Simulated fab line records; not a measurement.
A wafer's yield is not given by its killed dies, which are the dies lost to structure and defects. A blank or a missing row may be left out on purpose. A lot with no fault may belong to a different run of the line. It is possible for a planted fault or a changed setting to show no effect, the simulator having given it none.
fab line records    flow rit_cmos
record lots=7  wafers=21  last_day=5
route steps=202 shown NLDD@105 PLDD@114 M1@202
lots that met no fault: from a run of the same line without faults
start_h: hours from the record's opening day to when the first of the lot's shown wafers began    wait_h: hours from the lot's prior step to this one    " same as the row above    L1.1+2: one row covering several wafers at once    - either no value or no given start    * or withheld: withheld    < > ~ a bound
route shown NAME@n: NAME is a module with steps in the file, n the number in the route of the first one    usual: mean/standard deviation taken from wafers without a fault    same: alike in all rows    chamber/n: place in a boat    sites: per-site readings    _std_site: standard deviation across them    _edge_site: mean of outer sites minus mean of inner sites    radius_mm: how far each site lies from the wafer's centre    mask NAME#n: copy n    behind: the last tool/chamber to shape the wafer    hold: why the lot was held/for how many hours/how that ended    device: which transistor (n, p or np) failed to switch    end of line: the same wafers' tests at the end of the route    where a step has no rows: the recipe by itself    killed: count of dies lost to structure and defects at first sort (not the wafer's yield)    map: shows each die of a wafer: x if killed, . if not, _ if none is there
set.NAME: setting as actually run; set.NAME@STEP: the setting as run at that earlier step    model.NAME: the simulator's own value behind a step, which no gauge read
a table for each step, a row for each wafer; lots at some steps of the route
services: when a tool's chamber went out of use (start_h, in hours from the record's first day, below 0 if earlier), for how many hours, and the reason
## steps
# step RIT_NLDD_SOFTBAKE_02
# recipe resist=NOVOLAK  temp_c=90  time_s=60
# step RIT_NLDD_EXPOSE_03
# recipe mask_id=M7  na=0.57  target_cd_nm=40700  dose_mj=250
# step RIT_NLDD_PEB_04
# recipe resist=NOVOLAK  temp_c=withheld  time_s=withheld
# step RIT_NLDD_DEVELOP_05
# recipe resist=NOVOLAK  develop_time_s=50  dev_temp_c=23
# step RIT_NLDD_OVL_MEAS_06
# usual NLDD_OVL=0.1/1.5
lot.wafer  tool        chamber  start_h  wait_h  NLDD_OVL[nm]
L241.1     overlay-02  -        41.43    -       -0.1
L241.2     "           -        "        "       -1.7
L241.6     "           -        "        "       -1.4
L243.3     overlay-02  -        51.08    -       0.8
L243.4     "           -        "        "       0.4
L243.5     "           -        "        "       0.4
L248.2     overlay-01  -        75.86    -       0.3
L248.3     "           -        "        "       0.5
L248.4     "           -        "        "       -1.5
L249.1     overlay-02  -        82.05    -       -1.2
L249.5     "           -        "        "       -0.5
L249.6     "           -        "        "       -0.9
L251.1     overlay-02  -        90.72    -       0.2
L251.4     "           -        "        "       1.1
L251.6     "           -        "        "       1.0
L252.1     overlay-01  -        96.26    -       -0.8
L252.2     "           -        "        "       -0.1
L252.4     "           -        "        "       0.0
L253.1     overlay-01  -        103.02   -       -1.1
L253.2     "           -        "        "       -1.0
L253.6     "           -        "        "       -1.7
# step RIT_NLDD_HARDBAKE_07
# recipe resist=NOVOLAK  temp_c=140  time_s=60
# step RIT_NLDD_IMPLANT_08
# recipe species=P  energy_kev=20  dose_cm2=4.967e+14  tilt_deg=7
# step RIT_NLDD_STRIP_09
# recipe chemistry=O2  time_s=180  resist=NOVOLAK  platen_temp_c=withheld  power_w=500  pressure_mtorr=4000  o2_flow_sccm=4000
# usual drypump_motor_current_A=5.6/0.44
lot.wafer  tool             chamber  start_h  wait_h  drypump_motor_current_A  rf_hours_counter_h
L241.1     plasma_asher-03  1        41.77    0.1     6.0                      40
L241.2     "                0        "        "       5.5                      40
L241.6     "                0        "        "       5.5                      -
L243.3     plasma_asher-01  0        51.47    0.1     6.3                      -
L243.4     "                1        "        "       5.2                      -
L243.5     "                0        "        "       6.3                      -
L248.2     plasma_asher-03  0        76.19    0.1     5.5                      44
L248.3     "                0        "        "       5.5                      -
L248.4     "                1        "        "       5.9                      -
L249.1     plasma_asher-03  1        82.39    0.1     6.0                      44
L249.5     "                1        "        "       6.0                      -
L249.6     "                0        "        "       5.5                      -
L251.1     plasma_asher-03  0        91.05    0.1     5.5                      45
L251.4     "                1        "        "       5.9                      -
L251.6     "                0        "        "       5.5                      -
L252.1     plasma_asher-01  1        96.67    0.1     5.2                      47
L252.2     "                0        "        "       6.3                      47
L252.4     "                1        "        "       5.2                      -
L253.1     plasma_asher-02  1        103.36   0.1     4.8                      31
L253.2     "                0        "        "       5.4                      31
L253.6     "                0        "        "       5.4                      -
# step RIT_NLDD_TW_MEAS_10
# usual NLDD_TW=2497/14
lot.wafer  tool           chamber  start_h  wait_h  NLDD_TW
L241.1     film_metro-04  -        41.94    0.1     2481
L241.2     "              -        "        "       2472
L241.6     "              -        "        "       2482
L243.3     film_metro-01  -        51.60    0.1     2501
L243.4     "              -        "        "       2508
L243.5     "              -        "        "       2511
L248.2     film_metro-02  -        76.38    0.1     2510
L248.3     "              -        "        "       2497
L248.4     "              -        "        "       2506
L249.1     film_metro-02  -        82.56    0.1     2484
L249.5     "              -        "        "       2495
L249.6     "              -        "        "       2502
L251.1     film_metro-02  -        91.23    0.1     2505
L251.4     "              -        "        "       2496
L251.6     "              -        "        "       2512
L252.1     film_metro-02  -        96.84    0.1     2503
L252.2     "              -        "        "       2496
L252.4     "              -        "        "       2514
L253.1     film_metro-01  -        103.53   0.1     2502
L253.2     "              -        "        "       2521
L253.6     "              -        "        "       2502
# step RIT_PLDD_HMDS_00
# recipe prime_time_s=60  prime_temp_c=140
# step RIT_PLDD_COAT_01
# recipe resist=NOVOLAK  spin_rpm=3250  resist_thk_nm=1000
# step RIT_PLDD_SOFTBAKE_02
# recipe resist=NOVOLAK  temp_c=90  time_s=60
# step RIT_PLDD_EXPOSE_03
# recipe mask_id=M8  na=0.57  target_cd_nm=40900  dose_mj=250
lot.wafer   tool              chamber  start_h  wait_h  mask  model.PLDD.overlay_x_nm
L241.1+2+6  iline_stepper-01  0        42.53    0.1     M8#0  0.105
L243.3+4+5  iline_stepper-02  0        52.26    0.2     M8#0  0.5774
L248.2+3+4  iline_stepper-02  0        77.09    0.2     M8#0  239.7
L249.1+5+6  iline_stepper-02  0        83.07    0.1     M8#0  239.8
L251.1+4+6  iline_stepper-01  0        91.74    0.1     M8#0  0.1681
L252.1+2+4  iline_stepper-02  0        97.48    0.2     M8#0  239.9
L253.1+2+6  iline_stepper-01  0        104.17   0.2     M8#0  0.04383
# step RIT_PLDD_PEB_04
# recipe resist=NOVOLAK  temp_c=withheld  time_s=withheld
# step RIT_PLDD_DEVELOP_05
# recipe resist=NOVOLAK  develop_time_s=50  dev_temp_c=23
# step RIT_PLDD_OVL_MEAS_06
# usual PLDD_OVL=0.6/1.3
lot.wafer  tool        chamber  start_h  wait_h  PLDD_OVL[nm]
L241.1     overlay-01  -        42.93    -       -0.5
L241.2     "           -        "        "       0.3
L241.6     "           -        "        "       1.3
L243.3     overlay-01  -        52.63    -       1.4
L243.4     "           -        "        "       0.4
L243.5     "           -        "        "       0.8
L248.2     overlay-01  -        77.48    -       242.6
L248.3     "           -        "        "       241.4
L248.4     "           -        "        "       240.6
L249.1     overlay-01  -        83.47    -       240.5
L249.5     "           -        "        "       239.0
L249.6     "           -        "        "       242.5
L251.1     overlay-01  -        92.14    -       1.1
L251.4     "           -        "        "       1.8
L251.6     "           -        "        "       3.1
L252.1     overlay-01  -        97.88    -       240.5
L252.2     "           -        "        "       239.9
L252.4     "           -        "        "       239.1
L253.1     overlay-01  -        104.57   -       0.4
L253.2     "           -        "        "       2.6
L253.6     "           -        "        "       0.9
# step RIT_PLDD_HARDBAKE_07
# recipe resist=NOVOLAK  temp_c=140  time_s=60
# step RIT_M1_PROBE_99
# usual killed_at_M0_to_M3=0.0/0.12  killed_at_contacts=0.1/0.35  killed_at_front_end=6.6/2.7  killed_dies=6.7/2.8  killed_open=3.4/2.1  killed_short=3.3/1.8
# same gross_dies=264  killed_at_M4_up=0  killed_at_back_side=0  killed_at_other=0
lot.wafer  tool       chamber  start_h  wait_h  killed_at_M0_to_M3  killed_at_contacts  killed_at_front_end  killed_dies  killed_open  killed_short  model.etest.pldd.width_nm
L241.1     prober-02  -        57.97    0.1     0                   0                   7                    7            4            3             3200
L241.2     prober-02  -        58.02    0.1     0                   0                   3                    3            3            0             3198
L241.6     prober-02  -        58.22    0.2     0                   1                   5                    6            2            4             3160
L243.3     prober-02  -        66.74    0.2     0                   1                   8                    9            5            4             3184
L243.4     prober-02  -        66.79    0.2     0                   0                   7                    7            1            6             3182
L243.5     prober-02  -        66.84    0.2     0                   0                   10                   10           4            6             3165
L248.2     prober-01  -        91.50    0.1     0                   0                   5                    5            2            3             3031
L248.3     prober-01  -        91.55    0.2     0                   0                   6                    6            3            3             3021
L248.4     prober-01  -        91.60    0.2     0                   0                   6                    6            3            3             3032
L249.1     prober-02  -        98.68    0.1     0                   0                   8                    8            4            4             3024
L249.5     prober-02  -        98.88    0.2     0                   0                   5                    5            2            3             3012
L249.6     prober-02  -        98.93    0.2     0                   0                   3                    3            2            1             3017
L251.1     prober-02  -        106.41   0.1     0                   0                   3                    3            0            3             3189
L251.4     prober-02  -        106.56   0.2     0                   0                   8                    8            2            6             3166
L251.6     prober-02  -        106.66   0.2     0                   0                   7                    7            2            5             3166
L252.1     prober-01  -        111.82   0.1     0                   0                   6                    6            3            3             3028
L252.2     prober-01  -        111.87   0.1     0                   0                   13                   13           6            7             3018
L252.4     prober-01  -        111.97   0.2     0                   0                   7                    7            2            5             3035
L253.1     prober-02  -        120.05   0.1     0                   0                   9                    9            4            5             3199
L253.2     prober-02  -        120.10   0.1     0                   0                   4                    4            3            1             3191
L253.6     prober-02  -        120.30   0.2     1                   0                   10                   11           2            9             3201
# killed by level:class
L241.1 REOX:geometric_particle:open=2 FOX1:geometric_particle:open=1 FOX2:geometric_particle:short=1 GATE:geometric_particle:open=1 GATE:geometric_particle:short=1 SPACER:geometric_particle:short=1
L241.2 FOX2:geometric_particle:open=1 GATE:geometric_particle:open=1 SILICIDE:geometric_particle:open=1
L241.6 FOX2:geometric_particle:short=1 GATE:geometric_particle:open=1 REOX:geometric_particle:short=1 SPACER:geometric_particle:open=1 SILICIDE:geometric_particle:short=1 CONTACT:geometric_particle:short=1
L243.3 GATE:geometric_particle:short=4 ACTIVE:geometric_particle:open=1 FOX1:geometric_particle:open=1 FOX2:geometric_particle:open=1 CONTACT:geometric_particle:open=1 SILICIDE:geometric_particle:open=1
L243.4 GATE:geometric_particle:short=3 FOX1:geometric_particle:short=2 FOX1:geometric_particle:open=1 SPACER:geometric_particle:short=1
L243.5 FOX1:geometric_particle:open=3 GATE:geometric_particle:short=3 REOX:geometric_particle:short=2 FOX1:geometric_particle:short=1 GATE:geometric_particle:open=1
L248.2 FOX1:geometric_particle:short=1 FOX2:geometric_particle:open=1 SPACER:geometric_particle:short=1 SPACER:geometric_particle:open=1 SILICIDE:geometric_particle:short=1
L248.3 GATE:geometric_particle:open=2 FOX1:geometric_particle:open=1 FOX1:geometric_particle:short=1 SPACER:geometric_particle:short=1 SILICIDE:geometric_particle:short=1
L248.4 GATE:geometric_particle:open=2 SPACER:geometric_particle:short=2 FOX2:geometric_particle:open=1 GATE:geometric_particle:short=1
L249.1 SPACER:geometric_particle:short=2 FOX1:geometric_particle:open=1 FOX2:geometric_particle:short=1 GATE:geometric_particle:open=1 REOX:geometric_particle:open=1 SPACER:geometric_particle:open=1 SILICIDE:geometric_particle:short=1
L249.5 FOX1:geometric_particle:open=1 FOX1:geometric_particle:short=1 GATE:geometric_particle:short=1 SPACER:geometric_particle:open=1 SILICIDE:geometric_particle:short=1
L249.6 FOX1:geometric_particle:open=1 REOX:geometric_particle:short=1 REOX:geometric_particle:open=1
L251.1 ACTIVE:geometric_particle:short=1 GATE:geometric_particle:short=1 SPACER:geometric_particle:short=1
L251.4 SPACER:geometric_particle:short=3 FOX1:geometric_particle:open=1 FOX2:geometric_particle:short=1 GATE:geometric_particle:open=1 GATE:geometric_particle:short=1 REOX:geometric_particle:short=1
L251.6 GATE:geometric_particle:short=3 FOX2:geometric_particle:short=1 FOX2:geometric_particle:open=1 REOX:geometric_particle:short=1 REOX:geometric_particle:open=1
L252.1 SILICIDE:geometric_particle:open=2 FOX1:geometric_particle:short=1 FOX1:geometric_particle:open=1 REOX:geometric_particle:short=1 SILICIDE:geometric_particle:short=1
L252.2 GATE:geometric_particle:open=3 GATE:geometric_particle:short=2 REOX:geometric_particle:short=2 SPACER:geometric_particle:short=2 FOX1:geometric_particle:open=1 FOX2:geometric_particle:open=1 FOX2:geometric_particle:short=1 REOX:geometric_particle:open=1
L252.4 SILICIDE:geometric_particle:short=2 FOX1:geometric_particle:short=1 FOX2:geometric_particle:open=1 GATE:geometric_particle:short=1 REOX:geometric_particle:short=1 REOX:geometric_particle:open=1
L253.1 GATE:geometric_particle:short=3 GATE:geometric_particle:open=2 FOX1:geometric_particle:open=1 FOX1:geometric_particle:short=1 FOX2:geometric_particle:open=1 SILICIDE:geometric_particle:short=1
L253.2 SPACER:geometric_particle:open=2 GATE:geometric_particle:open=1 SILICIDE:geometric_particle:short=1
L253.6 GATE:geometric_particle:short=4 SILICIDE:geometric_particle:short=2 ACTIVE:geometric_particle:short=1 GATE:geometric_particle:open=1 SPACER:geometric_particle:open=1 SPACER:geometric_particle:short=1 M1:geometric_particle:short=1
## services
tool              chamber  start_h  hours  kind
iline_stepper-02  -        23.72    1.7    pm
plasma_asher-02   -        29.96    0.8    repair
iline_stepper-01  -        75.45    5.2    repair
iline_stepper-02  0        76.45    -      calibration
plasma_asher-01   -        102.22   7.6    repair
## key
first_sign step=RIT_PLDD_OVL_MEAS_06  reading=PLDD_OVL  direction=up  sigmas=99+  usual=0.6  struck=240.7
effect none on later readings
model_effect step=RIT_PLDD_EXPOSE_03  value=PLDD.overlay_x_nm  without=-0.2153  struck=239.8
model_effect step=RIT_M1_PROBE_99  value=etest.pldd.width_nm  without=3187  struck=3024
met_at RIT_PLDD_EXPOSE_03
struck_wafers L248.2,L248.3,L248.4,L249.1,L249.5,L249.6,L252.1,L252.2,L252.4
tester_left_out L248,L249,L252
onset_between 52.26 77.09
fault kind=scanner_matching_overlay  tool=iline_stepper-02  chamber=-  onset_h=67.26  steps=RIT_PLDD_EXPOSE_03  offset=240
# tester_left_out: of these lots the tester's yield and bins aren't shown, on N5 and GAA mostly nor the transistor test; their killed dies are dies lost to structure and defects alone, not to doping, threshold or leakage, so they don't give the yield
